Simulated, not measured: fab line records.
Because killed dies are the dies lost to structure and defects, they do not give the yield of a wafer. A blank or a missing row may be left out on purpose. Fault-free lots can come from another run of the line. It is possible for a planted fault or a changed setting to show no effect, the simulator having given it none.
Problem report in the 8D (eight disciplines) form, filled by code | flow berkeleyCmos170 | the parts of the form that need people (team, actions taken, sign-off) are left out

1. THE PROBLEM
Wafers free of any fault read 20.1 nm (standard deviation 0.42) for START_OXIDE_THK at UCB170_START_THK_MEAS_03, against a mean of 17.6 nm on 6 wafers of 2 lots. Relative to the usual mean, that is a shift of -6.0 standard deviations.
First observed at day 3 23:11: wafer L960.1, on filmMetro-03. The record holds 42 wafers of 14 lots with a number at this step. Rule for "out", or "out of limits": more than 4 standard deviations from the usual mean. Any other wafer with a number is counted as sound.

2. WHAT IT IS, AND WHAT IT ISN'T
question                    | is                         | is not
which readings at this step | START_OXIDE_THK            | -
which lots                  | L960, L962                 | L949, L950, L952, L953, L954, L955, L956, L957, L958, L966, L971, L972
which wafers of those lots  | all that have a number     | -
read on which gauges        | filmMetro-01, filmMetro-03 | filmMetro-04
when                        | from day 3 23:11           | up to then (27 sound wafers); but 9 sound wafers of L966, L971, L972 came after

3. THE SUSPECTS, EACH WITH WHAT RULES IT OUT
Counting: a tool at any process step up to the reading remains a suspect when it ran all the lots that are out and ran no sound lot after the first of those.
- the gauge at UCB170_START_THK_MEAS_03 has been ruled out. 2 gauges (filmMetro-01, filmMetro-03) read the wafers that are out.
- furnace-03 at UCB170_START_OXIDATION_02 (target thk 20 nm, ox time 1800 s): kept. Every lot that is out went through it, starting with L960 (day 3 21:41), and after that it ran no sound lot; the last sound lot it ran before then is L958 (day 3 10:56).
After counting, what remains is furnace-03 at UCB170_START_OXIDATION_02.

4. THE CAUSE (what the simulator had put in)
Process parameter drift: furnace-03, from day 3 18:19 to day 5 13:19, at UCB170_START_OXIDATION_02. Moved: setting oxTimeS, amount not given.
This tool alone remained once counting was done.

5. THE EFFECT CHAIN, in route order
One row per reading whose mean, taken over the struck wafers that have a number, lies over 3 standard deviations from the usual. Only readings whose record carries a usual standard deviation are examined. hours: median over the lots of the time between each lot's start at the first step of this table that gives one and its start at this step. sigmas: the change, counted in usual standard deviations.
hours | step                     | reading         | usual   | on struck wafers | change | sigmas
0     | UCB170_START_THK_MEAS_03 | START_OXIDE_THK | 20.1 nm | 17.6             | -2.5   | -6.0
Later measuring or inspecting steps at which every struck wafer that the step has a row for has a number for every such reading, and none has moved that far: UCB170_ACTIVE_CD_MEAS_13.

6. HOW IT WOULD HAVE BEEN CAUGHT EARLIER
In this record the first reading out of limits at a measuring or inspecting step was taken at day 3 23:11, 5 hours after the fault began at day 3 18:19.
No tool reading at UCB170_START_OXIDATION_02 that has a usual standard deviation in the record was out on any struck wafer, so an alarm limit of 4 standard deviations on those readings would not have fired.
Of the lots that are out (2), L962 began UCB170_START_OXIDATION_02 on furnace-03 after day 3 23:11. A hold on the tool at that time would have spared it.
